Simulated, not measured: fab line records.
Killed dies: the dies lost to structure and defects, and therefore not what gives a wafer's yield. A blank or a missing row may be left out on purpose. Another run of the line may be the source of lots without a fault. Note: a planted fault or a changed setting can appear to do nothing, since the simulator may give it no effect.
Comparing a struck lot with a sound one | flow rit cmos | 19 steps out of a route of 202
Sound: the wafers L711.1, L711.2, L711.6. The struck wafers were L702.5, L702.6. Last of all comes the cause.
Per side, at each step with rows, come the tool, then ch with its chambers, and then its first start. Under that, the readings that differ: sound wafers | struck wafers | difference of the means | sigmas: that difference in standard deviations of wafers without a fault.
alike: words and numbers the same on both sides, and readings whose means are apart by under 2 such deviations; not compared: readings that were withheld, readings missing a value for some wafer, numbers with overlapping values and no deviation given by the record, and bounds like >300 which may hide the same value.
Wherever a step has rows on one side only, a row that says differs or no value, or a row with sigmas, the two part there. Numbers that don't overlap but have no deviation are shown without sigmas and don't part them. A reading that every wafer of one side lacks parts them only if that side has two wafers or more.

RIT_SILICIDE_RS_MEAS_02: the measuring method here is four-point-probe.
  sound on film metro-01, day 6 00:45; struck on film metro-03, day 5 13:07
  alike: SILICIDE_TI_RS
RIT_SILICIDE_THK_MEAS_03: measures by xrf.
  sound on film metro-01, day 6 00:52; struck on film metro-03, day 5 13:11
  alike: SILICIDE_TI_THK
RIT_SILICIDE_RTA_04: time 10 s, ramp up 5 s, ramp down 5 s.
  sound on rtp anneal-02 ch 0, day 6 00:56; struck on rtp anneal-01 ch 0, day 5 13:16
  alike: chamber o2 ppm, wafer_temp_C_max
then, 1 step without rows for these wafers: RIT_SILICIDE_WET_ETCH_05 (etches Ti in SPM, time 120 s).
RIT_SILICIDE_RTA_06: time 10 s, ramp up 5 s, ramp down 10 s.
  sound on rtp anneal-01 ch 0, day 6 01:02; struck on rtp anneal-02 ch 0, day 5 13:22
  reading          | sound             | struck      | difference | sigmas
  wafer_temp_C_max | 757.8 756.9 756.3 | 753.3 753.8 | -3.5       | -2
  alike: chamber o2 ppm
RIT_CONTACT_CVD_00: deposits SiO2 from TEOS, target thk 400 nm, time 61 s.
  sound on pecvd-03 ch 0,2, day 6 01:07; struck on pecvd-03 ch 1,2, day 5 13:25
  alike: heater power w
  not compared: since wet clean h
RIT_CONTACT_THK_MEAS_01:
  sound on film metro-02, day 6 01:11; struck on film metro-02, day 5 13:43
  alike: CONTACT_TEOS_THK
  not compared: hold
then, 5 steps without rows for these wafers: RIT_CONTACT_HMDS_02 (prime time 60 s); RIT_CONTACT_COAT_03 (resist thk 1000 nm); RIT_CONTACT_SOFTBAKE_04 (time 60 s); RIT_CONTACT_EXPOSE_05 (exposes mask M11, target cd 1000 nm); RIT_CONTACT_PEB_06.
RIT_CONTACT_DEVELOP_07: develop time 120 s.
  sound on litho track-03 ch 0, day 6 01:00; struck on litho track-02 ch 0, day 5 18:00
  reading              | sound             | struck      | difference | sigmas
  developer temp C (C) | 22.61 22.96 22.72 | 20.62 20.58 | -2.16      | -20
RIT_CONTACT_CD_MEAS_08: target cd 1000 nm.
  sound on cd sem-02, day 6 02:13; struck on cd sem-02, day 5 18:52
  reading    | sound             | struck        | difference | sigmas
  cd nm (nm) | 997.9 998.1 998.8 | 1012.2 1013.4 | +14.5      | +7
  not compared: hold
RIT_CONTACT_OVL_MEAS_09:
  sound on overlay-02, day 6 02:20; struck on overlay-02, day 5 18:55
  alike: CONTACT_OVL
  not compared: hold
then, 1 step without rows for these wafers: RIT_CONTACT_HARDBAKE_10 (time 60 s).
RIT_CONTACT_ETCH_11: etches SiO2 in CHF3/CF4/Ar, stops on TiSi2, target depth 480 nm, time 320 s.
  sound on rie diel-01 ch 1,3, day 6 02:31; struck on rie diel-01 ch 0,3, day 5 19:11
  reading                  | sound             | struck    | difference | sigmas
  model.CONTACT.cd nm (nm) | 998.1 998.1 998.5 | 1012 1014 | +15        |
  alike: drypump motor current A, oes product au, throttle valve pct
  not compared: rf hours counter h
RIT_CONTACT_STRIP_12: strips in O2, time 180 s.
  sound on plasma asher-01 ch 0,1, day 6 02:43; struck on plasma asher-03 ch 0,1, day 5 19:23
  alike: drypump motor current A, o2 flow sccm
  not compared: rf hours counter h
RIT_M1_PROBE_99:
  sound on prober-01, day 6 08:40; struck on prober-02, day 6 00:10
  alike: killed_at_M0_to_M3, killed at front end, killed dies, killed open, killed short

## WHERE THEY PART
Earliest at RIT_SILICIDE_RTA_06; latest, in this record, at RIT_CONTACT_CD_MEAS_08. Later steps at which nothing parts them and some readings are alike: RIT_CONTACT_OVL_MEAS_09, RIT_CONTACT_ETCH_11, RIT_CONTACT_STRIP_12, RIT_M1_PROBE_99.

WHY: what the simulator had put in
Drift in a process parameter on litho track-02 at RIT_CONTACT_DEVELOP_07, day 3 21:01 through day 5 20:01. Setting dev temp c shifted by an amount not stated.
